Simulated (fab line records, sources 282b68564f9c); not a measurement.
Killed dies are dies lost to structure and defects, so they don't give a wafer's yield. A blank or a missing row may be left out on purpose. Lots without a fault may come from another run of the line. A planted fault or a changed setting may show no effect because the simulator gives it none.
fab line records | flow rit_cmos | part 1 of 2: steps 1 to 34 of 49
record lots=5 wafers=15 last_day=6
route steps=202 shown NRETRO@63 PRETRO@64 GATE@75 FOX2@80 REOX@98 NLDD@103
lots that met no fault: from a run of the same line without faults
start_h: hours from the record's first day to the start of the lot's first wafer shown | wait_h: hours since the lot's step before | " the same as in the row above | L1.1+2: a row that stands for several wafers | - no value, or no start given | * or withheld: withheld | < > ~ a bound
route shown NAME@n: a module of which the file shows steps, and the number in the route of the first | usual: mean/standard deviation of fault-free wafers | same: alike in all rows | chamber/n: place in a boat | sites: the reading at each site | _std_site: their standard deviation | _edge_site: outer sites' mean less inner sites' | radius_mm: how far each site lies from the wafer's centre | mask NAME#n: copy n | behind: the tool/chamber that last shaped the wafer | hold: why the lot was held/for how many hours/how that ended | device: the transistor (n, p or np) that didn't switch | end of line: the same wafers' tests at the end of the route | a step without rows: its recipe alone | killed: dies lost to structure and defects at the first sort, not the wafer's yield | map: a wafer's dies, x killed, . not, _ none there
set.NAME: the setting as run; set.NAME@STEP: as run at that earlier step | model.NAME: the simulator's own value behind a step, which no gauge read
lots at some steps of the route; a table a step, a row a wafer
services: from which hour (start_h, from the record's first day; less than 0 if before it) a tool's chamber was out of use, for how many hours, and why
## steps
# step RIT_NRETRO_TW_MEAS_10
# usual NRETRO_TW=1045/4.2
# columns lot.wafer tool chamber start_h wait_h NRETRO_TW
L076.2 film_metro-01 - 41.46 0.1 1037
L076.3 " - " " 1041
L076.5 " - " " 1043
L077.2 film_metro-02 - 47.18 0.1 1049
L077.3 " - " " 1049
L077.5 " - " " 1053
L078.1 film_metro-02 - 51.47 0.1 1043
L078.2 " - " " 1044
L078.4 " - " " 1041
L084.4 film_metro-01 - 81.62 0.1 1044
L084.5 " - " " 1045
L084.6 " - " " 1046
L092.2 film_metro-01 - 125.00 0.1 1041
L092.3 " - " " 1038
L092.4 " - " " 1043
# step RIT_PRETRO_HMDS_00
# recipe prime_time_s=60 prime_temp_c=140
# columns lot.wafer tool chamber start_h wait_h
L076.2+3+5 litho_track-03 0 41.53 0.1
L077.2+3+5 litho_track-04 0 47.26 0.1
L078.1+2+4 litho_track-03 0 51.53 0.1
L084.4+5+6 litho_track-03 0 81.72 0.1
L092.2+3+4 litho_track-02 0 125.07 0.1
# step RIT_PRETRO_COAT_01
# recipe resist=NOVOLAK spin_rpm=2000 resist_thk_nm=1300
# usual dispense_pressure_kPa=52.5/1.5
# columns lot.wafer tool chamber start_h wait_h dispense_pressure_kPa
L076.2 litho_track-03 0 41.68 0.1 54.2
L076.3 " 0 " " 54.2
L076.5 " 0 " " 54.1
L077.2 litho_track-04 0 47.41 0.1 51.3
L077.3 " 0 " " 51.3
L077.5 " 0 " " 51.3
L078.1 litho_track-03 0 51.68 0.1 54.2
L078.2 " 0 " " 54.2
L078.4 " 0 " " 54.2
L084.4 litho_track-03 0 81.87 0.1 54.2
L084.5 " 0 " " 54.2
L084.6 " 0 " " 54.2
L092.2 litho_track-02 0 125.22 0.1 50.8
L092.3 " 0 " " 50.8
L092.4 " 0 " " 50.8
# step RIT_PRETRO_SOFTBAKE_02
# recipe resist=NOVOLAK temp_c=90 time_s=60
# same time_s=60
# columns lot.wafer tool chamber start_h wait_h
L076.2+3+5 litho_track-03 0 41.83 0.1
L077.2+3+5 litho_track-04 0 47.56 0.1
L078.1+2+4 litho_track-03 0 51.83 0.1
L084.4+5+6 litho_track-03 0 82.02 0.1
L092.2+3+4 litho_track-02 0 125.37 0.1
# step RIT_PRETRO_EXPOSE_03
# recipe mask_id=M5 na=0.57 target_cd_nm=43700 dose_mj=250
# columns lot.wafer tool chamber start_h wait_h mask
L076.2+3+5 iline_stepper-02 0 41.98 0.1 M5#0
L077.2+3+5 iline_stepper-01 0 47.83 0.2 M5#0
L078.1+2+4 iline_stepper-01 0 51.98 0.1 M5#0
L084.4+5+6 iline_stepper-02 0 82.30 0.3 M5#0
L092.2+3+4 iline_stepper-01 0 125.52 0.1 M5#0
# step RIT_PRETRO_PEB_04
# recipe resist=NOVOLAK temp_c=withheld time_s=withheld
# columns lot.wafer tool chamber start_h wait_h
L076.2+3+5 litho_track-03 0 42.10 0.1
L077.2+3+5 litho_track-03 0 47.95 0.1
L078.1+2+4 litho_track-03 0 52.10 0.1
L084.4+5+6 litho_track-03 0 82.43 0.1
L092.2+3+4 litho_track-03 0 125.64 0.1
# step RIT_PRETRO_DEVELOP_05
# recipe resist=NOVOLAK develop_time_s=68 dev_temp_c=23
# columns lot.wafer tool chamber start_h wait_h
L076.2+3+5 litho_track-03 0 - -
L077.2+3+5 litho_track-03 0 - -
L078.1+2+4 litho_track-03 0 - -
L084.4+5+6 litho_track-03 0 - -
L092.2+3+4 litho_track-03 0 - -
# step RIT_PRETRO_OVL_MEAS_06
# usual PRETRO_OVL=0.2/1.3
# columns lot.wafer tool chamber start_h wait_h PRETRO_OVL[nm]
L076.2 overlay-02 - 42.39 - 0.7
L076.3 " - " " 2.0
L076.5 " - " " 1.4
L077.2 overlay-01 - 48.24 - -0.6
L077.3 " - " " -1.5
L077.5 " - " " -1.5
L078.1 overlay-02 - 52.41 - -2.0
L078.2 " - " " -1.6
L078.4 " - " " -0.8
L084.4 overlay-02 - 82.69 - 1.3
L084.5 " - " " 0.0
L084.6 " - " " -2.2
L092.2 overlay-01 - 125.93 - -0.3
L092.3 " - " " -0.3
L092.4 " - " " -0.5
# step RIT_PRETRO_HARDBAKE_07
# recipe resist=NOVOLAK temp_c=140 time_s=120
# same time_s=120
# columns lot.wafer tool chamber start_h wait_h
L076.2+3+5 litho_track-02 0 42.46 0.1
L077.2+3+5 litho_track-04 0 48.32 0.1
L078.1+2+4 litho_track-02 0 52.45 0.0
L084.4+5+6 litho_track-03 0 82.83 0.1
L092.2+3+4 litho_track-03 0 126.01 0.1
# step RIT_PRETRO_IMPLANT_08
# recipe species=B energy_kev=45 dose_cm2=1.181e+13 tilt_deg=7
# columns lot.wafer tool chamber start_h wait_h
L076.2+3+5 implanter-02 0 42.70 0.2
L077.2+3+5 implanter-04 0 48.55 0.2
L078.1+2+4 implanter-03 0 52.70 0.2
L084.4+5+6 implanter-03 0 83.03 0.2
L092.2+3+4 implanter-02 0 126.24 0.2
# step RIT_PRETRO_STRIP_09
# recipe chemistry=O2 time_s=180 resist=NOVOLAK platen_temp_c=withheld power_w=500 pressure_mtorr=4000 o2_flow_sccm=4000
# usual drypump_motor_current_A=5.6/0.45
# same time_s=180
# columns lot.wafer tool chamber start_h wait_h drypump_motor_current_A rf_hours_counter_h
L076.2 plasma_asher-04 1 42.91 0.2 5.9 39
L076.3 " 1 " " 5.9 -
L076.5 " 1 " " 5.9 -
L077.2 plasma_asher-02 1 48.67 0.1 5.5 42
L077.3 " 1 " " 5.5 -
L077.5 " 0 " " 6.2 -
L078.1 plasma_asher-01 0 52.85 0.1 4.9 42
L078.2 " 1 " " 5.0 42
L078.4 " 1 " " 5.0 -
L084.4 plasma_asher-02 1 83.17 0.1 5.5 -
L084.5 " 1 " " 5.5 -
L084.6 " 0 " " 6.2 -
L092.2 plasma_asher-04 1 126.36 0.1 5.9 47
L092.3 " 1 " " 5.9 -
L092.4 " 0 " " 5.4 -
# step RIT_PRETRO_TW_MEAS_10
# usual PRETRO_TW=474.5/2.4
# columns lot.wafer tool chamber start_h wait_h PRETRO_TW
L076.2 film_metro-04 - 43.09 0.1 471.6
L076.3 " - " " 474.8
L076.5 " - " " 475.7
L077.2 film_metro-04 - 48.86 0.1 471.0
L077.3 " - " " 477.7
L077.5 " - " " 475.3
L078.1 film_metro-02 - 53.02 0.1 473.5
L078.2 " - " " 475.2
L078.4 " - " " 471.8
L084.4 film_metro-04 - 83.31 0.1 478.7
L084.5 " - " " 480.3
L084.6 " - " " 478.1
L092.2 film_metro-01 - 126.55 0.1 473.7
L092.3 " - " " 472.5
L092.4 " - " " 469.7
# step RIT_GATE_WET_ETCH_00
# recipe chemistry=BOE target=SiO2 target_depth_nm=56 time_s=60 dry=n2_spin dilution=10:1 temp_c=21.5
# same time_s=60
# columns lot.wafer tool chamber start_h wait_h
L076.2+3+5 wet_bench-01 0 43.14 0.0
L077.2+3+5 wet_bench-03 3 48.91 0.0
L078.1+2+4 wet_bench-01 2 53.08 0.1
L084.4+5+6 wet_bench-02 1 83.34 0.0
L092.2+3+4 wet_bench-03 1 126.60 0.0
# step RIT_GATE_CLEAN_01
# recipe chemistry=SC1 mix=3:3:50 time_s=600 temp_c=75
# same time_s=600
# columns lot.wafer tool chamber start_h wait_h
L076.2+3+5 wet_bench-03 2 43.17 0.0
L077.2+3+5 wet_bench-03 2 48.93 0.0
L078.1+2+4 wet_bench-02 3 53.11 0.0
L084.4+5+6 wet_bench-02 0 83.37 0.0
L092.2+3+4 wet_bench-02 3 126.62 0.0
# step RIT_GATE_CLEAN_02
# recipe chemistry=dHF dilution=50:1 time_s=30
# same time_s=30
# columns lot.wafer tool chamber start_h wait_h
L076.2+3+5 wet_bench-03 3 43.34 0.0
L077.2+3+5 wet_bench-01 0 49.11 0.0
L078.1+2+4 wet_bench-03 0 53.28 0.0
L084.4+5+6 wet_bench-01 3 83.54 0.0
L092.2+3+4 wet_bench-01 3 126.83 0.0
# step RIT_GATE_CLEAN_03
# recipe chemistry=SC2 mix=3:3:50 time_s=600 temp_c=75 dry=n2_spin
# same time_s=600
# columns lot.wafer tool chamber start_h wait_h
L076.2+3+5 wet_bench-03 2 43.36 0.0
L077.2+3+5 wet_bench-03 3 49.13 0.0
L078.1+2+4 wet_bench-01 3 53.30 0.0
L084.4+5+6 wet_bench-03 1 83.56 0.0
L092.2+3+4 wet_bench-03 3 126.87 0.0
# step RIT_GATE_CLEAN_04
# recipe chemistry=dHF dilution=50:1 time_s=60 dry=n2_spin
# same time_s=60
# columns lot.wafer tool chamber start_h wait_h
L076.2+3+5 wet_bench-01 2 43.53 0.0
L077.2+3+5 wet_bench-01 0 49.30 0.0
L078.1+2+4 wet_bench-03 1 53.49 0.0
L084.4+5+6 wet_bench-02 0 83.74 0.0
L092.2+3+4 wet_bench-02 1 127.04 0.0
# step RIT_FOX2_THK_MEAS_91
# recipe reads=SiO2_of_FOX2_OXIDATION_00
# usual FIELD_OXIDE_LEFT_2_THK=255/8.6
# columns lot.wafer tool chamber start_h wait_h FIELD_OXIDE_LEFT_2_THK[nm]
L076.2 film_metro-01 - 43.57 0.0 273
L076.3 " - " " 269
L076.5 " - " " 268
L077.2 film_metro-04 - 49.34 0.0 258
L077.3 " - " " 261
L077.5 " - " " 255
L078.1 film_metro-03 - 53.52 0.0 243
L078.2 " - " " 246
L078.4 " - " " 240
L084.4 film_metro-04 - 83.79 0.0 242
L084.5 " - " " 245
L084.6 " - " " 246
L092.2 film_metro-03 - 127.08 0.0 260
L092.3 " - " " 263
L092.4 " - " " 256
# step RIT_GATE_OXIDATION_05
# recipe temp_c=900 ambient=O2 target_thk_a=30 ox_time_s=270
# usual spike_tc_centre_C=902.2/1.8
# same ox_time_s=270
# columns lot.wafer tool chamber start_h wait_h spike_tc_centre_C
L076.2 furnace-03 0 43.62 0.0 903.6
L076.3 " 0 " " 903.0
L076.5 " 0 " " 901.9
L077.2 furnace-01 0 49.74 0.4 899.2
L077.3 " 0 " " 899.7
L077.5 " 0 " " 898.2
L078.1 furnace-03 0 53.58 0.1 901.8
L078.2 " 0 " " 902.5
L078.4 " 0 " " 903.8
L084.4 furnace-03 0 85.01 1.2 904.9
L084.5 " 0 " " 903.6
L084.6 " 0 " " 901.4
L092.2 furnace-03 0 127.97 0.9 902.9
L092.3 " 0 " " 903.5
L092.4 " 0 " " 901.4
# step RIT_GATE_ANNEAL_06
# recipe temp_c=900 time_s=600 ambient=N2O
# usual spike_tc_centre_C=902.4/1.8
# same time_s=600
# columns lot.wafer tool chamber start_h wait_h spike_tc_centre_C
L076.2 furnace-03 0 44.69 0.0 903.8
L076.3 " 0 " " 904.8
L076.5 " 0 " " 904.3
L077.2 furnace-01 0 52.75 1.9 900.5
L077.3 " 0 " " 900.7
L077.5 " 0 " " 901.1
L078.1 furnace-03 0 54.65 0.0 902.9
L078.2 " 0 " " 903.3
L078.4 " 0 " " 905.5
L084.4 furnace-01 0 87.97 1.9 900.3
L084.5 " 0 " " 898.9
L084.6 " 0 " " 901.2
L092.2 furnace-03 0 129.05 0.0 902.3
L092.3 " 0 " " 901.7
L092.4 " 0 " " 904.1
# step RIT_GATE_THK_MEAS_07
# recipe reads=SiO2_of_GATE_OXIDATION_05
# usual GATE_OXIDE_THK=3.03/0.069
# columns lot.wafer tool chamber start_h wait_h GATE_OXIDE_THK[nm]
L076.2 film_metro-03 - 44.95 0.0 3.01
L076.3 " - " " 3.04
L076.5 " - " " 3.00
L077.2 film_metro-01 - 53.01 0.0 2.97
L077.3 " - " " 2.93
L077.5 " - " " 2.96
L078.1 film_metro-04 - 54.90 0.0 2.97
L078.2 " - " " 3.03
L078.4 " - " " 3.05
L084.4 film_metro-01 - 88.25 0.0 2.88
L084.5 " - " " 2.88
L084.6 " - " " 2.93
L092.2 film_metro-01 - 129.31 0.0 3.12
L092.3 " - " " 3.13
L092.4 " - " " 3.11
# step RIT_GATE_CVD_08
# recipe material=poly-Si target_thk_nm=250 temp_c=610 precursor=SiH4 time_s=2220 pressure_mtorr=300 sih4_flow_sccm=100
# usual spike_tc_centre_C=611.8/1.3
# same time_s=2220
# columns lot.wafer tool chamber start_h wait_h spike_tc_centre_C
L076.2 lpcvd-02 1 45.00 0.0 611.1
L076.3 " 1 " " 611.1
L076.5 " 1 " " 611.1
L077.2 lpcvd-02 1 53.06 0.0 611.0
L077.3 " 1 " " 609.7
L077.5 " 1 " " 610.5
L078.1 lpcvd-02 1 54.96 0.1 609.2
L078.2 " 1 " " 612.3
L078.4 " 1 " " 610.0
L084.4 lpcvd-01 1 88.28 0.0 613.5
L084.5 " 1 " " 612.7
L084.6 " 1 " " 610.4
L092.2 lpcvd-02 0 129.47 0.2 613.4
L092.3 " 0 " " 613.4
L092.4 " 0 " " 611.9
# step RIT_GATE_THK_MEAS_09
# recipe reads=poly-Si_of_GATE_CVD_08
# usual GATE_POLY_THK=250.1/2.5
# columns lot.wafer tool chamber start_h wait_h GATE_POLY_THK[nm]
L076.2 film_metro-04 - 46.63 0.0 250.4
L076.3 " - " " 246.9
L076.5 " - " " 246.7
L077.2 film_metro-03 - 54.68 0.0 247.4
L077.3 " - " " 247.1
L077.5 " - " " 244.4
L078.1 film_metro-04 - 56.58 0.0 249.8
L078.2 " - " " 247.8
L078.4 " - " " 248.2
L084.4 film_metro-03 - 89.93 0.0 251.3
L084.5 " - " " 249.2
L084.6 " - " " 250.4
L092.2 film_metro-03 - 131.09 0.0 247.0
L092.3 " - " " 248.3
L092.4 " - " " 245.8
# step RIT_GATE_HMDS_10
# recipe prime_time_s=60 prime_temp_c=140
# columns lot.wafer tool chamber start_h wait_h
L076.2+3+5 litho_track-04 0 46.78 0.1
L077.2+3+5 litho_track-01 0 54.76 0.1
L078.1+2+4 litho_track-04 0 56.64 0.1
L084.4+5+6 litho_track-04 0 90.03 0.1
L092.2+3+4 litho_track-04 0 131.17 0.1
# step RIT_GATE_COAT_11
# recipe resist=NOVOLAK spin_rpm=4250 resist_thk_nm=850
# usual dispense_pressure_kPa=51.30/0.17
# columns lot.wafer tool chamber start_h wait_h dispense_pressure_kPa
L076.2 litho_track-04 0 46.93 0.1 51.34
L076.3 " 0 " " 51.35
L076.5 " 0 " " 51.39
L077.2 litho_track-01 0 54.91 0.1 51.38
L077.3 " 0 " " 51.40
L077.5 " 0 " " 51.35
L078.1 litho_track-04 0 56.79 0.1 51.37
L078.2 " 0 " " 51.35
L078.4 " 0 " " 51.39
L084.4 litho_track-04 0 90.18 0.1 51.32
L084.5 " 0 " " 51.38
L084.6 " 0 " " 51.40
L092.2 litho_track-04 0 131.32 0.1 51.32
L092.3 " 0 " " 51.38
L092.4 " 0 " " 51.33
# step RIT_GATE_SOFTBAKE_12
# recipe resist=NOVOLAK temp_c=90 time_s=60
# same time_s=60
# columns lot.wafer tool chamber start_h wait_h
L076.2+3+5 litho_track-04 0 47.08 0.1
L077.2+3+5 litho_track-01 0 55.06 0.1
L078.1+2+4 litho_track-04 0 56.94 0.1
L084.4+5+6 litho_track-04 0 90.33 0.1
L092.2+3+4 litho_track-04 0 131.47 0.1
# step RIT_GATE_EXPOSE_13
# recipe mask_id=M6 na=0.6 source_shape=conventional sigma_outer=0.6 target_cd_nm=150 dose_mj=380
# same sigma_outer=0.6
# columns lot.wafer tool chamber start_h wait_h mask
L076.2+3+5 iline_stepper-01 0 47.35 0.2 M6#0
L077.2+3+5 iline_stepper-02 0 55.33 0.2 M6#0
L078.1+2+4 iline_stepper-01 0 57.21 0.2 M6#0
L084.4+5+6 iline_stepper-02 0 90.46 0.1 M6#0
L092.2+3+4 iline_stepper-01 0 131.61 0.1 M6#0
# step RIT_GATE_PEB_14
# recipe resist=NOVOLAK temp_c=withheld time_s=withheld
# columns lot.wafer tool chamber start_h wait_h
L076.2+3+5 litho_track-01 0 47.62 0.3
L077.2+3+5 litho_track-01 0 55.45 0.1
L078.1+2+4 litho_track-01 0 57.33 0.1
L084.4+5+6 litho_track-04 0 90.60 0.1
L092.2+3+4 litho_track-04 0 131.74 0.1
# step RIT_GATE_DEVELOP_15
# recipe resist=NOVOLAK develop_time_s=50 dev_temp_c=22.24
# columns lot.wafer tool chamber start_h wait_h
L076.2+3+5 litho_track-01 0 - -
L077.2+3+5 litho_track-01 0 - -
L078.1+2+4 litho_track-01 0 - -
L084.4+5+6 litho_track-04 0 - -
L092.2+3+4 litho_track-04 0 - -
# step RIT_GATE_CD_MEAS_16
# recipe target_cd_nm=150
# usual cd_nm=150.0/2.6
# columns lot.wafer tool chamber start_h wait_h cd_nm
L076.2 cd_sem-01 - 47.90 - 154.4
L076.3 " - " " 156.7
L076.5 " - " " 157.4
L077.2 cd_sem-02 - 55.73 - 146.8
L077.3 " - " " 147.7
L077.5 " - " " 148.1
L078.1 cd_sem-01 - 57.61 - 150.5
L078.2 " - " " 151.2
L078.4 " - " " 148.8
L084.4 cd_sem-01 - 90.87 - 149.2
L084.5 " - " " 150.3
L084.6 " - " " 151.3
L092.2 cd_sem-02 - 132.01 - 150.9
L092.3 " - " " 151.4
L092.4 " - " " 149.7
# step RIT_GATE_OVL_MEAS_17
# usual GATE_OVL=0.4/1.5
# columns lot.wafer tool chamber start_h wait_h GATE_OVL[nm]
L076.2 overlay-01 - 48.00 0.1 -0.5
L076.3 " - " " -0.8
L076.5 " - " " 0.8
L077.2 overlay-02 - 55.83 0.1 1.4
L077.3 " - " " 0.1
L077.5 " - " " 0.2
L078.1 overlay-01 - 57.73 0.1 0.7
L078.2 " - " " 1.9
L078.4 " - " " 1.2
L084.4 overlay-01 - 90.94 0.1 -0.4
L084.5 " - " " -0.6
L084.6 " - " " -0.4
L092.2 overlay-02 - 132.12 0.1 1.1
L092.3 " - " " 1.6
L092.4 " - " " 1.9
# step RIT_GATE_HARDBAKE_18
# recipe resist=NOVOLAK temp_c=140 time_s=60
# same time_s=60
# columns lot.wafer tool chamber start_h wait_h
L076.2+3+5 litho_track-04 0 48.06 0.0
L077.2+3+5 litho_track-01 0 55.89 0.0
L078.1+2+4 litho_track-04 0 57.77 0.0
L084.4+5+6 litho_track-01 0 91.04 0.1
L092.2+3+4 litho_track-02 0 132.18 0.0
# step RIT_GATE_ETCH_19
# recipe chemistry=SF6/CHF3/O2 time_s=165 SF6_flow_sccm=30 CHF3_flow_sccm=30 O2_flow_sccm=5 target=poly-Si pressure_mtorr=40 rf_w=163 target_depth_a=3125 over_etch_frac=0.25 stop_on=SiO2
# usual drypump_motor_current_A=5.9/0.3 oes_product_au=0.854/0.01 throttle_valve_pct=10.27/0.13
# same time_s=165
# columns lot.wafer tool chamber start_h wait_h drypump_motor_current_A oes_product_au rf_hours_counter_h throttle_valve_pct
L076.2 rie_si-02 2 48.18 0.1 5.8 0.849 42 10.27
L076.3 " 0 " " 6.6 0.835 61 10.00
L076.5 " 3 " " 5.9 0.842 - 10.29
L077.2 rie_si-01 2 56.01 0.1 6.0 0.855 18 10.37
L077.3 " 3 " " 5.4 0.836 143 10.34
L077.5 " 2 " " 6.0 0.849 - 10.36
L078.1 rie_si-02 1 57.92 0.1 5.8 0.863 38 10.46
L078.2 " 0 " " 6.6 0.846 61 10.00
L078.4 " 2 " " 5.7 0.851 42 10.29
L084.4 rie_si-02 3 91.11 0.1 5.9 0.867 113 10.29
L084.5 " 0 " " 6.6 0.843 - 9.99
L084.6 " 1 " " 5.8 0.864 - 10.48
L092.2 rie_si-02 2 132.30 0.1 5.8 0.846 43 10.27
L092.3 " 1 " " 5.8 0.851 39 10.47
L092.4 " 0 " " 6.6 0.842 61 10.01
# step RIT_GATE_STRIP_20
# recipe chemistry=O2 time_s=180 resist=NOVOLAK platen_temp_c=withheld power_w=500 pressure_mtorr=4000 o2_flow_sccm=4000
# usual drypump_motor_current_A=5.7/0.44
# same time_s=180
# columns lot.wafer tool chamber start_h wait_h drypump_motor_current_A rf_hours_counter_h
L076.2 plasma_asher-01 1 48.29 0.1 5.0 42
L076.3 " 1 " " 5.0 -
L076.5 " 0 " " 5.0 -
L077.2 plasma_asher-03 0 56.12 0.1 6.3 25
L077.3 " 1 " " 5.8 -
L077.5 " 0 " " 6.3 -
L078.1 plasma_asher-03 1 58.03 0.1 5.8 25
L078.2 " 0 " " 6.3 25
L078.4 " 0 " " 6.4 -
L084.4 plasma_asher-03 0 91.28 0.1 6.3 -
L084.5 " 0 " " 6.3 -
L084.6 " 1 " " 5.8 -
L092.2 plasma_asher-04 1 132.41 0.1 5.9 48
L092.3 " 1 " " 5.9 -
L092.4 " 0 " " 5.4 -
